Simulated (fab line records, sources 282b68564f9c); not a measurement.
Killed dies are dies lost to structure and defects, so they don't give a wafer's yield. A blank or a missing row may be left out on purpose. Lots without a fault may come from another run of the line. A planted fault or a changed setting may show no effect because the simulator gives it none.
Split-lot experiment | flow rit_cmos | 5 lots, 23 wafers read, on a route of 202 steps

THE SPLIT
At RIT_M1_COAT_04 (resist thk 1300 nm), the setting resist_thk_nm was moved away from the recipe's 1300 nm on 9 of the 23 wafers read, by -5.8% to +3.1%. The other wafers ran this setting at the recipe's value.

The reading is taken at the split's own step.

THE READING
NOVOLAK_of_M1_COAT_04.thk_nm (the simulator's own value, which no gauge read), in nm, at RIT_M1_COAT_04 (resist thk 1300 nm). The file gives no usual value for it. The 14 wafers here that ran the recipe average 1300 nm, standard deviation 3.6 nm.

wafer  | tool, chamber at the split | resist_thk_nm as run, nm | against the recipe | NOVOLAK_of_M1_COAT_04.thk_nm, nm | against lot-mates on the recipe
L076.1 | litho_track-02, 0          | 1300                     | recipe             | 1307                             | -
L076.2 | litho_track-02, 0          | 1225                     | -5.8%              | 1228                             | -77
L076.6 | litho_track-02, 0          | 1225                     | -5.8%              | 1228                             | -77
L076.4 | litho_track-02, 0          | 1300                     | recipe             | 1303                             | -
L076.5 | litho_track-02, 0          | 1300                     | recipe             | 1305                             | -
L078.1 | litho_track-01, 0          | 1300                     | recipe             | 1299                             | -
L078.5 | litho_track-01, 0          | 1300                     | recipe             | 1299                             | -
L078.3 | litho_track-01, 0          | 1340                     | +3.1%              | 1343                             | +44
L078.6 | litho_track-01, 0          | 1340                     | +3.1%              | 1343                             | +44
L078.4 | litho_track-01, 0          | 1300                     | recipe             | 1300                             | -
L080.1 | litho_track-03, 0          | 1300                     | recipe             | 1300                             | -
L080.2 | litho_track-03, 0          | 1237                     | -4.8%              | 1234                             | -63
L080.4 | litho_track-03, 0          | 1300                     | recipe             | 1294                             | -
L080.5 | litho_track-03, 0          | 1237                     | -4.8%              | 1236                             | -61
L080.6 | litho_track-03, 0          | 1237                     | -4.8%              | 1232                             | -65
L083.1 | litho_track-01, 0          | 1300                     | recipe             | 1295                             | -
L083.2 | litho_track-01, 0          | 1300                     | recipe             | 1295                             | -
L083.6 | litho_track-01, 0          | 1300                     | recipe             | 1301                             | -
L081.1 | litho_track-01, 0          | 1300                     | recipe             | 1301                             | -
L081.4 | litho_track-01, 0          | 1300                     | recipe             | 1301                             | -
L081.3 | litho_track-01, 0          | 1300                     | recipe             | 1303                             | -
L081.5 | litho_track-01, 0          | 1329                     | +2.2%              | 1331                             | +29
L081.6 | litho_track-01, 0          | 1329                     | +2.2%              | 1333                             | +31

THE FIT
A straight line over all 23 wafers: NOVOLAK_of_M1_COAT_04.thk_nm changes by +13.3 nm for each +1% of resist_thk_nm; r = +1.00; the points scatter about the line by 3.5 nm.
The same after taking each lot's own level away (the mean of its wafers on the recipe; 23 wafers): +13.4 nm for each +1%; r = +1.00; scatter 2 nm.
On that fit, the largest move of resist_thk_nm shifts the reading by 77 nm.
The lots' own levels span 1297.0 to 1305.0 nm, that is 2.2 times the standard deviation above.
So the lot-to-lot level changes the slope little: the two slopes agree.
Check: with one of the wafers moved furthest among these (-5.8%) left out of the fit, the line predicts -76.4 nm for it against its lot-mates. It came out at -77 nm against them.

OTHER SPLITS ON THESE WAFERS
These wafers also went through other splits before the reading. Each is held against what the fit with the lots' levels taken away leaves over:
other split on the same wafers     | wafers away from the commonest value | r with NOVOLAK_of_M1_COAT_04.thk_nm (lot level and that fit taken away)
RIT_GATE_DEVELOP_15 develop_time_s | 11                                   | -0.07
RIT_NLDD_COAT_01 resist_thk_nm     | 8                                    | +0.05
RIT_NLDD_SOFTBAKE_02 time_s        | 7                                    | +0.00
RIT_PLDD_COAT_01 resist_thk_nm     | 11                                   | +0.11
RIT_PLDD_IMPLANT_08 dose_cm2       | 7                                    | +0.19
RIT_NSD_COAT_01 spin_rpm           | 5                                    | +0.13
RIT_NSD_IMPLANT_08 dose_cm2        | 11                                   | -0.02
RIT_SDANNEAL_CLEAN_02 time_s       | 15                                   | +0.11
RIT_CONTACT_CVD_00 time_s          | 5                                    | -0.23

THE FILE'S OWN FIT
NOVOLAK_of_M1_COAT_04.thk_nm changes by +13.3 nm for each +1% of resist_thk_nm, r = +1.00.
